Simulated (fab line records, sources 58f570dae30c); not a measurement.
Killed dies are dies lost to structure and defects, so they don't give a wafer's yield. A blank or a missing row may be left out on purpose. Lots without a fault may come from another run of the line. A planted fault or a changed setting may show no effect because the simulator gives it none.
Problem report in the 8D (eight disciplines) form, filled by code | flow berkeley_cmos170 | the parts of the form that need people (team, actions taken, sign-off) are left out

1. THE PROBLEM
PLDD_TW at UCB170_PLDD_TW_MEAS_11 reads a mean of 948 on 6 wafers of 2 lots; wafers without a fault read 1014 with a standard deviation of 10. That is -6.6 standard deviations from the usual mean.
First seen on wafer L583.4, day 10 12:59, on film_metro-04. The record holds 42 wafers of 14 lots with a number at this step. Rule for "out", or "out of limits": more than 4 standard deviations from the usual mean. The other wafers with a number count as sound.

2. WHAT IT IS AND WHAT IT IS NOT
question                    | is                     | is not
which readings at this step | PLDD_TW                | -
which lots                  | L583, L585             | L567, L568, L569, L570, L571, L572, L573, L574, L575, L576, L577, L578
which wafers of those lots  | all that have a number | -
read on which gauges        | film_metro-04          | film_metro-01, film_metro-02
when                        | from day 10 12:59      | up to then (36 sound wafers)

3. SUSPECTS, AND WHAT RULES EACH OUT
Counting: a tool at a process step up to the reading stays a suspect if it ran every lot that is out and no sound lot after the first of them.
- the gauge at UCB170_PLDD_TW_MEAS_11: ruled out. All the wafers that are out were read on film_metro-04, but those of them that UCB170_PLDD_IMPLANT_08 has rows for are out there too, on other tools.
- implanter-02 at UCB170_PLDD_IMPLANT_08: kept. It ran every lot that is out, first L583 (day 10 12:38), and no sound lot after that; its last sound lot up to then is L575 (day 9 10:11). Its own readings are out on those wafers: dose_ions_cm2, faraday_current_uA.
Left after counting: implanter-02 at UCB170_PLDD_IMPLANT_08.

4. THE CAUSE (what the simulator had put in)
Process parameter drift: implanter-02, from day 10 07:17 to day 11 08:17, at UCB170_PLDD_IMPLANT_08. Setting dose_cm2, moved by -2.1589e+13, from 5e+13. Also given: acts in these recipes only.
Counting left only this tool.

5. THE CHAIN OF EFFECTS, in route order
Each row: a reading whose mean over the struck wafers that have a number lies more than 3 standard deviations from the usual. Only readings for which the record gives a usual standard deviation are gone through. hours: the time from each lot's start at the first step in this table that gives one to its start at this step, as a median over the lots. sigmas: the change in usual standard deviations.
hours | step                       | reading            | usual         | on struck wafers | change | sigmas
0     | UCB170_PLDD_IMPLANT_08     | dose_ions_cm2      | 5e+13         | 3e+13            | -2e+13 | -99 or more
0     | UCB170_PLDD_IMPLANT_08     | faraday_current_uA | 159           | 91               | -68    | -23
0     | UCB170_PLDD_TW_MEAS_11     | PLDD_TW            | 1014          | 948              | -66    | -6.6
16    | UCB170_SDANNEAL_RS_MEAS_04 | PLDD_RS            | 1031.8 ohm/sq | 1253.6           | +221.8 | +92
The process steps in it:
- UCB170_PLDD_IMPLANT_08

6. WHAT WOULD HAVE CAUGHT IT SOONER
In this record the first reading out of limits at a measuring or inspecting step was taken at day 10 12:59, 6 hours after the fault began at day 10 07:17.
The tool's own readings at UCB170_PLDD_IMPLANT_08 were out on every struck wafer that the step has a row for (dose_ions_cm2, faraday_current_uA): an alarm limit on them would have fired on the first of those.
Of the lots that are out (2), L585 began UCB170_PLDD_IMPLANT_08 on implanter-02 after day 10 12:59. A hold on the tool at that time would have spared it.
